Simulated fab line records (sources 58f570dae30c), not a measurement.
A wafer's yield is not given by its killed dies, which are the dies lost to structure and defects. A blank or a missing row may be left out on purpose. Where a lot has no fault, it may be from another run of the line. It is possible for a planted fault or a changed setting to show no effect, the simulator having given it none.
Problem report in the 8D (eight disciplines) form, filled by code | flow berkeleyCmos170 | the parts of the form that need people (team, actions taken, sign-off) are left out

1. WHAT WENT WRONG
Wafers without a fault read 699.9 nm, standard deviation 1.3; cdNm at UCB170_M1_CD_MEAS_09 reads a mean of 675.3 nm on 6 wafers belonging to 2 lots. That puts it -19 standard deviations away from the usual mean.
The step: target cd 700 nm.
The first sign was on wafer L106.2 at day 10 22:25, on cdSem-01. Wafers with a number at this step in the record: 42, from 14 lots. Rule for "out", or "out of limits": more than 4 standard deviations from the usual mean. The other wafers with a number count as sound.

2. WHAT IT IS AND WHAT IT IS NOT
question                    | is                     | is not
which readings at this step | cdNm                   | -
which lots                  | L106, L108             | L100, L101, L103, L104, L107, L109, L113, L114, L117, L997, L998, L999
which wafers of those lots  | all that have a number | -
read on which gauges        | cdSem-01               | cdSem-02
when                        | from day 10 22:25      | up to then (24 sound wafers); but 12 sound wafers of L109, L113, L114, L117 came after

3. WHAT RULES OUT EACH SUSPECT
Counting: a tool stays on the suspect list if, at a process step up to the reading, it processed all lots that are out and no sound lot following the first of them.
- the gauge at UCB170_M1_CD_MEAS_09: ruled out. All the wafers that are out were read on cdSem-01, but those of them that UCB170_M1_STRIP_13 has rows for are out there too, on other tools.
- lithoTrack-02 at UCB170_M1_COAT_04 (resist thk 900 nm): kept. Every lot that is out went through it, starting with L106 (day 10 21:00), and after that it ran no sound lot; the last sound lot it ran before then is L103 (day 10 03:00).
Remaining after the count: lithoTrack-02 at UCB170_M1_COAT_04.

4. THE CAUSE (what the simulator had put in)
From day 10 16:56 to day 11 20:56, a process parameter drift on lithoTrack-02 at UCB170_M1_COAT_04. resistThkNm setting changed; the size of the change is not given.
Counting left only this tool.

5. THE CHAIN OF EFFECTS, in route order
Each row: a reading where the mean over the struck wafers with a number is more than 3 standard deviations away from the usual. Scope: only readings with a usual standard deviation given in the record; hours: median across lots of the time from each lot's start at the first step in this table that gives one to its start at this step; sigmas: change in usual standard deviations.
hours | step                 | reading      | usual      | on struck wafers | change | sigmas
0     | UCB170_M1_CD_MEAS_09 | cdNm         | 699.9 nm   | 675.3            | -24.6  | -19
0     | UCB170_M1_STRIP_13   | oesProductAu | 0.720 a.u. | 0.341            | -0.379 | -81
1     | UCB170_M1_CD_MEAS_90 | cdNm         | 699.8 nm   | 674.2            | -25.6  | -12
It contains these process steps:
- UCB170_M1_STRIP_13: strips in O2.
Later measuring or inspecting steps at which every struck wafer that the step has a row for has a number for every such reading, and none has moved that far: UCB170_V1_THK_MEAS_04, UCB170_M2_CD_MEAS_15, UCB170_V2_BOW_MEAS_03.

6. HOW IT WOULD HAVE BEEN CAUGHT EARLIER
5 hours passed between the start of the fault at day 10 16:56 and the first reading out of limits at a measuring or inspecting step in this record, taken at day 10 22:25.
Tool readings at UCB170_M1_COAT_04 with a usual standard deviation given in the record: none out on any struck wafer, hence no alarm at a limit of 4 standard deviations on them.
L108, from the lots that are out (2), started UCB170_M1_COAT_04 on lithoTrack-02 later than day 10 22:25. Putting the tool on hold at that point would have spared it.
